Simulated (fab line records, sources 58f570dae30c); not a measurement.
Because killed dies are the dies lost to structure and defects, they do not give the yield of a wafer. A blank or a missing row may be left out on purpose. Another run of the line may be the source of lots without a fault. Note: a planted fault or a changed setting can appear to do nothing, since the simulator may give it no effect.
Split-lot experiment | flow berkeleyCmos170 | route with 331 steps; 5 lots, 23 wafers read

== THE SPLIT ITSELF ==
At UCB170_PWELL_CVD_05 (deposits Si3N4 from SiH2Cl2/NH3, target thk 220 nm, time 3300 s), the setting timeS was moved away from the recipe's 3300 s on 10 of the 23 wafers read, by -11.5% to +13.0%. For the rest of the wafers, this setting stayed at what the recipe calls for.

Split to reading: the file shows no intervening step.

== THE READING ==
Values of PWELL_NITRIDE_THK in nm from UCB170_PWELL_THK_MEAS_06. A value of 219.6 nm with a standard deviation of 1.6 nm is what fault-free wafers of this fab line usually give.

wafer  | tool, chamber at the split | timeS as run, s | against the recipe | PWELL_NITRIDE_THK, nm | against lot-mates on the recipe
L075.1 | -, -                       | 3728            | +13.0%             | 247.3                 | no lot-mate on the recipe
L075.3 | -, -                       | 3728            | +13.0%             | 248.5                 | no lot-mate on the recipe
L075.4 | -, -                       | 3728            | +13.0%             | 247.6                 | no lot-mate on the recipe
L075.5 | -, -                       | 3728            | +13.0%             | 245.6                 | no lot-mate on the recipe
L075.6 | -, -                       | 3728            | +13.0%             | 247.9                 | no lot-mate on the recipe
L077.1 | -, -                       | 3300            | recipe             | 218.9                 | -
L077.2 | -, -                       | 3300            | recipe             | 219.5                 | -
L077.3 | -, -                       | 3300            | recipe             | 217.6                 | -
L077.4 | -, -                       | 3300            | recipe             | 218.4                 | -
L077.5 | -, -                       | 3300            | recipe             | 218.8                 | -
L078.1 | lpcvd-02, 1                | 3300            | recipe             | 217.6                 | -
L078.3 | lpcvd-02, 1                | 3300            | recipe             | 219.4                 | -
L078.6 | lpcvd-02, 1                | 3300            | recipe             | 220.2                 | -
L080.1 | -, -                       | 3300            | recipe             | 218.5                 | -
L080.2 | -, -                       | 3300            | recipe             | 220.1                 | -
L080.3 | -, -                       | 3300            | recipe             | 220.6                 | -
L080.4 | -, -                       | 3300            | recipe             | 217.6                 | -
L080.5 | -, -                       | 3300            | recipe             | 219.0                 | -
L082.1 | -, -                       | 2921            | -11.5%             | 196.6                 | no lot-mate on the recipe
L082.2 | -, -                       | 2921            | -11.5%             | 197.0                 | no lot-mate on the recipe
L082.3 | -, -                       | 2921            | -11.5%             | 197.0                 | no lot-mate on the recipe
L082.5 | -, -                       | 2921            | -11.5%             | 197.2                 | no lot-mate on the recipe
L082.6 | -, -                       | 2921            | -11.5%             | 198.9                 | no lot-mate on the recipe

FIT RESULTS
A straight line over all 23 wafers: PWELL_NITRIDE_THK changes by +2.05 nm for each +1% of timeS; r = +1.00; the points scatter about the line by 1.4 nm.
Too few moved wafers with a lot-mate on the recipe to fit a line net of each lot's own level.

== THE WHOLE CHAIN: every reading that the file lists as answering this split, in the file's order ==
step                     | what it does                                                               | reading                                                                      | change (the file's fit)              | r (the file's)
UCB170_PWELL_CVD_05      | deposits Si3N4 from SiH2Cl2/NH3, target thk 220 nm, time 3300 s            | Si3N4_of_PWELL_CVD_05.thkNm (the simulator's own value, which no gauge read) | +2.05 nm for each +1% of the setting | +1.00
UCB170_PWELL_THK_MEAS_06 |                                                                            | PWELL_NITRIDE_THK                                                            | +2.05 for each +1% of the setting    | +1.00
UCB170_PWELL_ETCH_14     | etches Si3N4 in CH3F/Ar/O2, stops on SiO2, target depth 242 nm, time 151 s | etch.depthNm (the simulator's own value, which no gauge read)                | +1.68 nm for each +1% of the setting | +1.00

== FILE'S OWN FIT ==
PWELL_NITRIDE_THK changes by +2.05 nm for each +1% of timeS, r = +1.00.
